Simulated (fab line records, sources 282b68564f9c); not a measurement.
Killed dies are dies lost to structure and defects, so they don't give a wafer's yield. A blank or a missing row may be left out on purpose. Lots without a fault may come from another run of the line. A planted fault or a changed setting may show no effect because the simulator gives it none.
Split-lot experiment | flow rit_cmos | 5 lots, 23 wafers read, on a route of 202 steps

THE SPLIT
At RIT_M1_COAT_04 (resist thk 1300 nm), the setting resist_thk_nm was moved away from the recipe's 1300 nm on 8 of the 23 wafers read, by -4.9% to +5.1%. The other wafers ran this setting at the recipe's value.

FROM THE SPLIT TO THE READING: what the file shows between them, 9 steps
- RIT_M1_SOFTBAKE_05: time 60 s
- RIT_M1_EXPOSE_06: exposes mask M12, target cd 2600 nm
- RIT_M1_PEB_07
- RIT_M1_DEVELOP_08: develop time 68 s
- RIT_M1_CD_MEAS_09: target cd 2600 nm
- RIT_M1_HARDBAKE_11: time 120 s
- RIT_M1_METAL_ETCH_12: etches Al in Cl2/BCl3, stops on SiO2, time 165 s, target depth 600 nm
- RIT_M1_STRIP_13: strips in nmp, time 600 s (also split here: time_s)
- RIT_M1_STRIP_14: strips in O2, time 180 s

THE READING
cd_nm, in nm, at RIT_M1_CD_MEAS_90 (target cd 2600 nm). Fault-free wafers of this fab line usually give 2599.8 nm, standard deviation 2.5 nm.

wafer  | tool, chamber at the split | resist_thk_nm as run, nm | against the recipe | cd_nm, nm | against lot-mates on the recipe
L074.3 | litho_track-02, 0          | 1300                     | recipe             | 2598.7    | -
L074.4 | litho_track-02, 0          | 1300                     | recipe             | 2598.4    | -
L074.5 | litho_track-02, 0          | 1300                     | recipe             | 2595.9    | -
L077.1 | litho_track-01, 0          | 1300                     | recipe             | 2598.4    | -
L077.2 | litho_track-01, 0          | 1266                     | -2.6%              | 2594.8    | -3.1
L077.3 | litho_track-01, 0          | 1300                     | recipe             | 2597.4    | -
L077.4 | litho_track-01, 0          | 1266                     | -2.6%              | 2591.9    | -6.0
L077.6 | litho_track-01, 0          | 1266                     | -2.6%              | 2594.2    | -3.7
L078.2 | litho_track-01, 0          | 1366                     | +5.1%              | 2610.6    | +5.5
L078.3 | litho_track-01, 0          | 1366                     | +5.1%              | 2608.9    | +3.8
L078.4 | litho_track-01, 0          | 1300                     | recipe             | 2603.6    | -
L078.5 | litho_track-01, 0          | 1300                     | recipe             | 2606.5    | -
L078.6 | litho_track-01, 0          | 1366                     | +5.1%              | 2610.5    | +5.4
L080.1 | litho_track-02, 0          | 1236                     | -4.9%              | 2594.4    | -7.4
L080.2 | litho_track-02, 0          | 1300                     | recipe             | 2600.9    | -
L080.3 | litho_track-02, 0          | 1236                     | -4.9%              | 2592.6    | -9.2
L080.4 | litho_track-02, 0          | 1300                     | recipe             | 2601.7    | -
L080.5 | litho_track-02, 0          | 1300                     | recipe             | 2602.7    | -
L083.1 | litho_track-01, 0          | 1300                     | recipe             | 2597.8    | -
L083.2 | litho_track-01, 0          | 1300                     | recipe             | 2596.3    | -
L083.3 | litho_track-01, 0          | 1300                     | recipe             | 2599.6    | -
L083.5 | litho_track-01, 0          | 1300                     | recipe             | 2596.6    | -
L083.6 | litho_track-01, 0          | 1300                     | recipe             | 2596.1    | -

THE FIT
A straight line over all 23 wafers: cd_nm changes by +1.81 nm for each +1% of resist_thk_nm; r = +0.86; the points scatter about the line by 2.8 nm.
The same after taking each lot's own level away (the mean of its wafers on the recipe; 23 wafers): +1.29 nm for each +1%; r = +0.93; scatter 1.4 nm.
On that fit, the largest move of resist_thk_nm shifts the reading by 6.6 nm.
The lots' own levels span 2597.28 to 2605.05 nm, that is 3.1 times the standard deviation above.
So the lot-to-lot level changes the slope: the two fits differ.
Check: with one of the wafers moved furthest among these (+5.1%) left out of the fit, the line predicts +6.22 nm for it against its lot-mates. It came out at +5.55 nm against them.

OTHER SPLITS ON THESE WAFERS
These wafers also went through other splits before the reading. Each is held against what the fit with the lots' levels taken away leaves over:
other split on the same wafers | wafers away from the commonest value | r with cd_nm (lot level and that fit taken away)
RIT_GATE_ETCH_19 rf_w          | 11                                   | +0.00
RIT_NLDD_COAT_01 spin_rpm      | 9                                    | +0.18
RIT_NLDD_HARDBAKE_07 temp_c    | 11                                   | +0.30
RIT_PLDD_IMPLANT_08 energy_kev | 10                                   | +0.08
RIT_PSD_COAT_01 spin_rpm       | 5                                    | +0.12
RIT_PSD_IMPLANT_08 dose_cm2    | 6                                    | -0.21
RIT_SILICIDE_SPUTTER_01 time_s | 5                                    | -0.27
RIT_M1_STRIP_13 time_s         | 15                                   | -0.16

THE WHOLE CHAIN: every reading that the file lists as answering this split, in the file's order
step                 | what it does                                                          | reading                                                                       | change (the file's fit)              | r (the file's)
RIT_M1_COAT_04       | resist thk 1300 nm                                                    | NOVOLAK_of_M1_COAT_04.thk_nm (the simulator's own value, which no gauge read) | +13.6 nm for each +1% of the setting | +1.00
RIT_M1_CD_MEAS_09    | target cd 2600 nm                                                     | cd_nm                                                                         | +1.29 nm for each +1% of the setting | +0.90
RIT_M1_HARDBAKE_11   | time 120 s                                                            | NOVOLAK_of_M1_COAT_04.thk_nm (the simulator's own value, which no gauge read) | +11.7 nm for each +1% of the setting | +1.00
RIT_M1_METAL_ETCH_12 | etches Al in Cl2/BCl3, stops on SiO2, time 165 s, target depth 600 nm | NOVOLAK_of_M1_COAT_04.thk_nm (the simulator's own value, which no gauge read) | +11.4 nm for each +1% of the setting | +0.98
RIT_M1_CD_MEAS_90    | target cd 2600 nm                                                     | cd_nm                                                                         | +1.35 nm for each +1% of the setting | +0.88

THE FILE'S OWN FIT
cd_nm changes by +1.35 nm for each +1% of resist_thk_nm, r = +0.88.
